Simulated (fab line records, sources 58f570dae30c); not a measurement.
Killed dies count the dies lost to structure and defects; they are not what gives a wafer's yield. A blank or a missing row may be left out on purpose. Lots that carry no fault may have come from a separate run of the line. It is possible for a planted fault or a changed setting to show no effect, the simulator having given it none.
Which tool did it? ; flow berkeleyCmos170 ; 42 wafers from 14 lots sampled at 2 of the route's 331 steps

## WHAT EACH GAUGE READ, for each wafer
UCB170_M2_RS_MEAS_02: uses a four-point probe to measure. Usual: for M2_AL_RS the level is 0.0323 ohm/sq and the standard deviation is 0.00039.
lot;measured;on;M2_AL_RS (ohm/sq);flag
L171;day 7 18:53;filmMetro-04;0.0325 0.0325 0.0326;
L173;day 8 15:21;filmMetro-04;0.0319 0.0319 0.0318;
L174;day 8 16:29;filmMetro-04;0.0323 0.0329 0.0326;
L180;day 10 12:41;filmMetro-03;0.0327 0.0324 0.0324;
L179;day 10 13:41;filmMetro-01;0.0324 0.0321 0.0323;
L181;day 10 13:57;filmMetro-03;0.0325 0.0323 0.0321;
L184;day 11 02:40;filmMetro-03;0.0324 0.0326 0.0323;
L185;day 11 06:36;filmMetro-04;0.0325 0.0325 0.0323;
L187;day 11 10:01;filmMetro-01;0.0317 0.0318 0.0316;
L188;day 11 20:33;filmMetro-01;0.0329 0.0327 0.0327;
L190;day 11 23:05;filmMetro-03;0.0331 0.0330 0.0330;
L191;day 12 05:20;filmMetro-03;0.0318 0.0319 0.0318;
L194;day 12 23:05;filmMetro-01;0.0326 0.0326 0.0325;
L193;day 13 02:05;filmMetro-03;0.0328 0.0328 0.0328;

## EACH LOT AND THE TOOL THAT RAN IT (in order: tool; ch and the chambers of the sampled wafers; start)
lot;UCB170_CONTACT_COAT_09
L171;lithoTrack-02 ch 0, day 7 09:22
L173;lithoTrack-01 ch 0, day 8 07:06
L174;lithoTrack-02 ch 0, day 8 08:54
L180;lithoTrack-02 ch 0, day 10 04:55
L179;lithoTrack-02 ch 0, day 10 05:22
L181;lithoTrack-03 ch 0, day 10 05:33
L184;lithoTrack-01 ch 0, day 10 16:58
L185;lithoTrack-03 ch 0, day 10 19:41
L187;lithoTrack-01 ch 0, day 10 23:35
L188;lithoTrack-03 ch 0, day 11 12:48
L190;lithoTrack-03 ch 0, day 11 14:13
L191;lithoTrack-03 ch 0, day 11 21:32
L194;lithoTrack-02 ch 0, day 12 15:37
L193;lithoTrack-02 ch 0, day 12 17:27
- UCB170_CONTACT_COAT_09

## WHAT THE TOOLS THEMSELVES READ (means of the sampled wafers that have a number; where no wafer has one, the mark that the record gives instead)
UCB170_CONTACT_COAT_09. Usual: 2999.8 rpm for spinSpeedRpm, sd 1.8.
lot;tool;spinSpeedRpm (rpm);flag
L171;lithoTrack-02;3000.1;
L173;lithoTrack-01;3000.8;
L174;lithoTrack-02;3002.8;
L180;lithoTrack-02;2608.6;OFF
L179;lithoTrack-02;2607.5;OFF
L181;lithoTrack-03;3000.0;
L184;lithoTrack-01;2999.9;
L185;lithoTrack-03;3000.7;
L187;lithoTrack-01;2999.4;
L188;lithoTrack-03;2999.8;
L190;lithoTrack-03;2997.7;
L191;lithoTrack-03;3001.1;
L194;lithoTrack-02;2998.3;
L193;lithoTrack-02;2999.1;

## THE ANSWER, worked out from the rows above alone
Rule: a lot is off if the mean of its wafers that have a number lies more than 3 standard deviations from the usual mean. A lot without any number at a reading at which 4 lots or more have one is off too. Any other lot the step has rows for is counted as sound. First the gauges in route order, then the tools' own readings, where a lot's mean is used as printed above. At the first step where some lot is off, the reading lying furthest off is the one used; lots without a number count as furthest.
Off: L180, L179, at UCB170_CONTACT_COAT_09 (spinSpeedRpm).
A tool fits if, at that step or a process step before it, it ran every lot that is off, and no sound lot after the first of them. Of those tried, none fits.

## WHAT HAD BEEN PUT IN BY THE SIMULATOR
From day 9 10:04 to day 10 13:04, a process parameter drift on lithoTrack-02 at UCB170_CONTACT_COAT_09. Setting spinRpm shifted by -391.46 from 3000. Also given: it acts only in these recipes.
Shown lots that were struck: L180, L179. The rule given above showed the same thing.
